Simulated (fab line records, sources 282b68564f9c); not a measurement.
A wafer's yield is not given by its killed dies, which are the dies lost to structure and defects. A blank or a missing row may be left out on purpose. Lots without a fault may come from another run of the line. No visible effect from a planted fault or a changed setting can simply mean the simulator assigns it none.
Which of the tools did it? / flow rit_cmos / 14 lots with 42 wafers sampled at 2 steps, on a route of 202 steps

## WHAT THE GAUGES SHOWED, per wafer
RIT_FOX2_THK_MEAS_91.
lot=L285; measured=day 2 09:17; on=film_metro-04; FIELD_OXIDE_LEFT_2_THK (nm)=256 257 258
lot=L286; measured=day 2 12:49; on=film_metro-04; FIELD_OXIDE_LEFT_2_THK (nm)=249 244 253
lot=L287; measured=day 2 19:45; on=film_metro-02; FIELD_OXIDE_LEFT_2_THK (nm)=250 252 257
lot=L288; measured=day 2 23:08; on=film_metro-02; FIELD_OXIDE_LEFT_2_THK (nm)=245 245 247
lot=L296; measured=day 4 16:41; on=film_metro-02; FIELD_OXIDE_LEFT_2_THK (nm)=313 311 313
lot=L297; measured=day 5 00:11; on=film_metro-04; FIELD_OXIDE_LEFT_2_THK (nm)=321 318 322
lot=L298; measured=day 5 05:22; on=film_metro-02; FIELD_OXIDE_LEFT_2_THK (nm)=256 250 249
lot=L299; measured=day 5 09:54; on=film_metro-03; FIELD_OXIDE_LEFT_2_THK (nm)=252 257 256
lot=L300; measured=day 5 15:14; on=film_metro-02; FIELD_OXIDE_LEFT_2_THK (nm)=256 251 257
lot=L301; measured=day 5 22:35; on=film_metro-02; FIELD_OXIDE_LEFT_2_THK (nm)=254 258 256
lot=L302; measured=day 5 23:08; on=film_metro-02; FIELD_OXIDE_LEFT_2_THK (nm)=251 256 256
lot=L305; measured=day 6 16:32; on=film_metro-03; FIELD_OXIDE_LEFT_2_THK (nm)=256 256 260
lot=L306; measured=day 6 21:23; on=film_metro-04; FIELD_OXIDE_LEFT_2_THK (nm)=244 242 247
lot=L308; measured=day 7 04:32; on=film_metro-04; FIELD_OXIDE_LEFT_2_THK (nm)=249 246 251

## TOOL THAT RAN EACH LOT (tool first, then ch and the chambers of the sampled wafers, then the start)
lot=L285; RIT_GATE_WET_ETCH_00=wet_bench-02 ch 2, day 2 08:40
lot=L286; RIT_GATE_WET_ETCH_00=wet_bench-03 ch 0, day 2 12:21
lot=L287; RIT_GATE_WET_ETCH_00=wet_bench-04 ch 1, day 2 19:20
lot=L288; RIT_GATE_WET_ETCH_00=wet_bench-02 ch 0, day 2 22:44
lot=L296; RIT_GATE_WET_ETCH_00=wet_bench-03 ch 2, day 4 16:15
lot=L297; RIT_GATE_WET_ETCH_00=wet_bench-03 ch 1, day 4 23:43
lot=L298; RIT_GATE_WET_ETCH_00=wet_bench-04 ch 0, day 5 04:56
lot=L299; RIT_GATE_WET_ETCH_00=wet_bench-04 ch 1, day 5 09:29
lot=L300; RIT_GATE_WET_ETCH_00=wet_bench-02 ch 0, day 5 14:49
lot=L301; RIT_GATE_WET_ETCH_00=wet_bench-04 ch 3, day 5 22:10
lot=L302; RIT_GATE_WET_ETCH_00=wet_bench-03 ch 3, day 5 22:42
lot=L305; RIT_GATE_WET_ETCH_00=wet_bench-04 ch 0, day 6 16:06
lot=L306; RIT_GATE_WET_ETCH_00=wet_bench-02 ch 3, day 6 20:56
lot=L308; RIT_GATE_WET_ETCH_00=wet_bench-03 ch 2, day 7 04:05
- RIT_GATE_WET_ETCH_00: etches SiO2 in BOE, target depth 56 nm, time 60 s.

## AS READ BY THE TOOLS THEMSELVES (means over the sampled wafers that have a number; for cases with no such wafer, the mark the record gives instead)
RIT_GATE_WET_ETCH_00.
lot=L285; tool=wet_bench-02; bath_heat_duty_pct (%)=2.0; run_length_s (s)=86
lot=L286; tool=wet_bench-03; bath_heat_duty_pct (%)=1.4; run_length_s (s)=92
lot=L287; tool=wet_bench-04; bath_heat_duty_pct (%)=1.6; run_length_s (s)=88
lot=L288; tool=wet_bench-02; bath_heat_duty_pct (%)=1.4; run_length_s (s)=88
lot=L296; tool=wet_bench-03; bath_heat_duty_pct (%)=-; run_length_s (s)=-
lot=L297; tool=wet_bench-03; bath_heat_duty_pct (%)=-; run_length_s (s)=-
lot=L298; tool=wet_bench-04; bath_heat_duty_pct (%)=1.8; run_length_s (s)=85
lot=L299; tool=wet_bench-04; bath_heat_duty_pct (%)=1.6; run_length_s (s)=86
lot=L300; tool=wet_bench-02; bath_heat_duty_pct (%)=1.6; run_length_s (s)=86
lot=L301; tool=wet_bench-04; bath_heat_duty_pct (%)=1.6; run_length_s (s)=86
lot=L302; tool=wet_bench-03; bath_heat_duty_pct (%)=1.9; run_length_s (s)=87
lot=L305; tool=wet_bench-04; bath_heat_duty_pct (%)=1.9; run_length_s (s)=92
lot=L306; tool=wet_bench-02; bath_heat_duty_pct (%)=1.8; run_length_s (s)=86
lot=L308; tool=wet_bench-03; bath_heat_duty_pct (%)=1.7; run_length_s (s)=86

## THE ANSWER, worked out from the rows above alone
Rule: what is usual is taken from the lots themselves. The widest of any qualifying gaps counts: lots, ordered by their means at a reading, are off when they make up no more than a third of the lots, leave a main group of 4 or more, and stand apart from it by 3 or more times the standard deviation of that group's means. The tables above print the reading to a certain number of digits; a main group whose means all agree to those digits is not used. A lot without any number at a reading at which 4 lots or more have one is off too. The other lots that the step has rows for count as sound. The gauges are gone through in route order, then the tools' own readings, and for those a lot's mean is taken as printed above. At the first step where some lot is off, the reading lying furthest off is the one used; lots without a number count as furthest.
Off: L296, L297, seen at RIT_FOX2_THK_MEAS_91 (FIELD_OXIDE_LEFT_2_THK). The main group has a mean of 252 nm with a standard deviation of 4.2.
A tool fits if, at a process step before that reading, it ran every lot that is off, and no sound lot after the first of them. The gauges at RIT_FOX2_THK_MEAS_91 aren't tried: what is off there is off at RIT_GATE_WET_ETCH_00 too, on other tools, and a gauge's error can't cause that. Of those tried, none fits.

## WHAT THE SIMULATOR PUT IN
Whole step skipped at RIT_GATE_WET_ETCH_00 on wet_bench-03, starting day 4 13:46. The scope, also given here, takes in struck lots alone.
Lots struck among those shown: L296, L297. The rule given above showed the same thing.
